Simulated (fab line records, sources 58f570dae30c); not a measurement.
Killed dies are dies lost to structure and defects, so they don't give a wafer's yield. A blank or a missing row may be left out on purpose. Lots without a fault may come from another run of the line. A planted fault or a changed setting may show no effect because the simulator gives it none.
Which tool did it? | flow berkeley_cmos170 | 14 lots, 42 wafers sampled, at 2 steps of a route of 331

WHAT THE GAUGES READ, wafer by wafer
UCB170_PFIELD_TW_MEAS_09. Usual: PFIELD_TW 605, standard deviation 7.3.
lot  | measured     | on            | PFIELD_TW   | flag
L292 | day 4 21:32  | film_metro-04 | 615 615 614 |
L294 | day 5 07:49  | film_metro-01 | 591 595 593 |
L293 | day 5 08:03  | film_metro-04 | 611 611 614 |
L295 | day 5 08:17  | film_metro-01 | 591 591 593 |
L297 | day 5 19:10  | film_metro-03 | 602 602 597 |
L296 | day 5 19:19  | film_metro-04 | 613 615 613 |
L299 | day 6 06:11  | film_metro-03 | 605 600 603 |
L304 | day 7 09:21  | film_metro-03 | 550 547 551 | OFF
L305 | day 7 09:29  | film_metro-04 | 551 557 554 | OFF
L306 | day 7 22:37  | film_metro-04 | 605 606 607 |
L309 | day 8 15:14  | film_metro-01 | 597 594 594 |
L312 | day 9 16:19  | film_metro-03 | 603 603 600 |
L313 | day 10 00:58 | film_metro-03 | 605 601 606 |
L315 | day 10 01:28 | film_metro-04 | 609 611 611 |

WHICH TOOL RAN EACH LOT (tool, then ch and the chambers of the sampled wafers, then the start)
lot  | UCB170_PFIELD_IMPLANT_07
L292 | implanter-01 ch 0, day 4 21:17
L294 | implanter-01 ch 0, day 5 07:36
L293 | implanter-04 ch 0, day 5 07:48
L295 | implanter-01 ch 0, day 5 08:02
L297 | implanter-01 ch 0, day 5 18:55
L296 | implanter-02 ch 0, day 5 19:04
L299 | implanter-02 ch 0, day 6 05:58
L304 | implanter-01 ch 0, day 7 09:07
L305 | implanter-01 ch 0, day 7 09:14
L306 | implanter-02 ch 0, day 7 22:22
L309 | implanter-02 ch 0, day 8 14:59
L312 | implanter-02 ch 0, day 9 16:04
L313 | implanter-02 ch 0, day 10 00:34
L315 | implanter-02 ch 0, day 10 01:09
- UCB170_PFIELD_IMPLANT_07

WHAT THE TOOLS THEMSELVES READ (means of the sampled wafers that have a number; where no wafer has one, the mark that the record gives instead)
UCB170_PFIELD_IMPLANT_07. Usual: dose_ions_cm2 2e+13, standard deviation 2e+10; faraday_current_uA 63.5, standard deviation 1.5.
lot  | tool         | dose_ions_cm2 | faraday_current_uA | flag
L292 | implanter-01 | 2e+13         | 62.6               |
L294 | implanter-01 | 2e+13         | 64.3               |
L293 | implanter-04 | 2e+13         | 64.2               |
L295 | implanter-01 | 2e+13         | 63.6               |
L297 | implanter-01 | 2e+13         | 62.8               |
L296 | implanter-02 | 2e+13         | 63.5               |
L299 | implanter-02 | 2e+13         | 63.2               |
L304 | implanter-01 | 1e+13         | 46.5               | OFF
L305 | implanter-01 | 1e+13         | 46.8               | OFF
L306 | implanter-02 | 2e+13         | 64.1               |
L309 | implanter-02 | 2e+13         | 63.2               |
L312 | implanter-02 | 2e+13         | 65.3               |
L313 | implanter-02 | 2e+13         | 62.4               |
L315 | implanter-02 | 2e+13         | 64.9               |

THE ANSWER, worked out from the rows above alone
Rule: a lot is off if the mean of its wafers that have a number lies more than 3 standard deviations from the usual mean. A lot without any number at a reading at which 4 lots or more have one is off too. The other lots that the step has rows for count as sound. The gauges are gone through in route order, then the tools' own readings, and for those a lot's mean is taken as printed above. The first step at which some lot is off is used, and at that step the reading that is off furthest; a lot without a number counts as furthest.
Off: L304, L305, at UCB170_PFIELD_TW_MEAS_09 (PFIELD_TW).
A tool fits if, at a process step before that reading, it ran every lot that is off, and no sound lot after the first of them. The gauges at UCB170_PFIELD_TW_MEAS_09 aren't tried: what is off there is off at UCB170_PFIELD_IMPLANT_07 too, on other tools, and a gauge's error can't cause that. One fits: implanter-01 at UCB170_PFIELD_IMPLANT_07. Its last sound lot is L297 (day 5 18:55), its first lot that is off L304 (day 7 09:07): a fault that began between those two fits.
The tool's own readings at UCB170_PFIELD_IMPLANT_07 bear it out: on the lots that are off they differ by more than 5 times the standard deviation of the sound lots' means. dose_ions_cm2 reads 1e+13 there against 2e+13 on the sound lots; faraday_current_uA reads 46.6 there against 63.7 on the sound lots.

WHAT THE SIMULATOR HAD PUT IN
Process parameter drift: implanter-01, from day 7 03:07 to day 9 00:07, at UCB170_PFIELD_IMPLANT_07. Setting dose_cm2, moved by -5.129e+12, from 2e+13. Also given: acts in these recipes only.
Lots struck among those shown: L304, L305. The rule above found the same.
